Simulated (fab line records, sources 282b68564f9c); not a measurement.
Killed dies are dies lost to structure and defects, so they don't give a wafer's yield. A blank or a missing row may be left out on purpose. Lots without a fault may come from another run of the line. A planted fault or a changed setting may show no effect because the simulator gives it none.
A struck lot beside a sound one | flow rit_cmos | 13 steps out of a route of 202
Sound: wafers L368.1, L368.4, L368.6. Struck: wafers L357.2, L357.3, L357.5. The cause comes at the end.
At each step with rows: each side's tool, then ch and its chambers, then its first start. Under that, the readings that differ: sound wafers | struck wafers | difference of the means | sigmas: that difference in standard deviations of wafers without a fault.
alike: readings whose means differ by less than 2 such deviations, and words and numbers that are the same on both sides. not compared: withheld readings, readings that some wafer has no value for, bounds like >300 that may hide the same value, and numbers for which the record gives no deviation and whose values overlap.
The two part at a step that has a row with sigmas, a row that says differs or no value, or rows on one side only. Numbers that don't overlap but have no deviation are shown without sigmas and don't part them. A reading that every wafer of one side lacks parts them only if that side has two wafers or more.

RIT_ACTIVE_BOW_MEAS_00:
  sound on film_metro-02, day 4 13:00; struck on film_metro-04, day 2 06:01
  alike: INCOMING_BOW
then, 1 step without rows for these wafers: RIT_ACTIVE_OXIDATION_01 (target thk 46.8 nm, ox time 3360 s).
RIT_ACTIVE_THK_MEAS_02:
  sound on film_metro-04, day 4 15:03; struck on film_metro-04, day 2 08:04
  alike: ACTIVE_OXIDE_THK
then, 1 step without rows for these wafers: RIT_ACTIVE_CVD_03 (deposits Si3N4 from SiH2Cl2/NH3, target thk 150 nm, time 1500 s).
RIT_ACTIVE_THK_MEAS_04:
  sound on film_metro-02, day 4 16:32; struck on film_metro-04, day 2 09:32
  alike: ACTIVE_NITRIDE_THK
then, 3 steps without rows for these wafers: RIT_ACTIVE_HMDS_05 (prime time 60 s); RIT_ACTIVE_COAT_06 (resist thk 1000 nm); RIT_ACTIVE_SOFTBAKE_07 (time 60 s).
RIT_ACTIVE_EXPOSE_08: exposes mask M1, target cd 1400 nm.
  sound on iline_stepper-01 ch 0, day 4 17:10; struck on iline_stepper-02 ch 0, day 2 10:18
  reading | sound          | struck                  | difference | sigmas
  mask    | M1#0 M1#0 M1#0 | M1_R1#0 M1_R1#0 M1_R1#0 | differs    |
then, 2 steps without rows for these wafers: RIT_ACTIVE_PEB_09; RIT_ACTIVE_DEVELOP_10 (develop time 50 s).
RIT_ACTIVE_CD_MEAS_11: target cd 1400 nm.
  sound on cd_sem-02, day 4 17:34; struck on cd_sem-01, day 2 11:09
  reading    | sound                | struck               | difference | sigmas
  cd_nm (nm) | 1401.0 1400.4 1398.5 | 1553.4 1550.9 1552.1 | +152.2     | +90
  not compared: hold
RIT_M1_PROBE_99:
  the record has rows for the sound wafers here (prober-02, day 6 14:31) and none for the struck ones

WHERE THEY PART
First at RIT_ACTIVE_EXPOSE_08; last, within this record, at RIT_M1_PROBE_99.

WHY: what the simulator had put in
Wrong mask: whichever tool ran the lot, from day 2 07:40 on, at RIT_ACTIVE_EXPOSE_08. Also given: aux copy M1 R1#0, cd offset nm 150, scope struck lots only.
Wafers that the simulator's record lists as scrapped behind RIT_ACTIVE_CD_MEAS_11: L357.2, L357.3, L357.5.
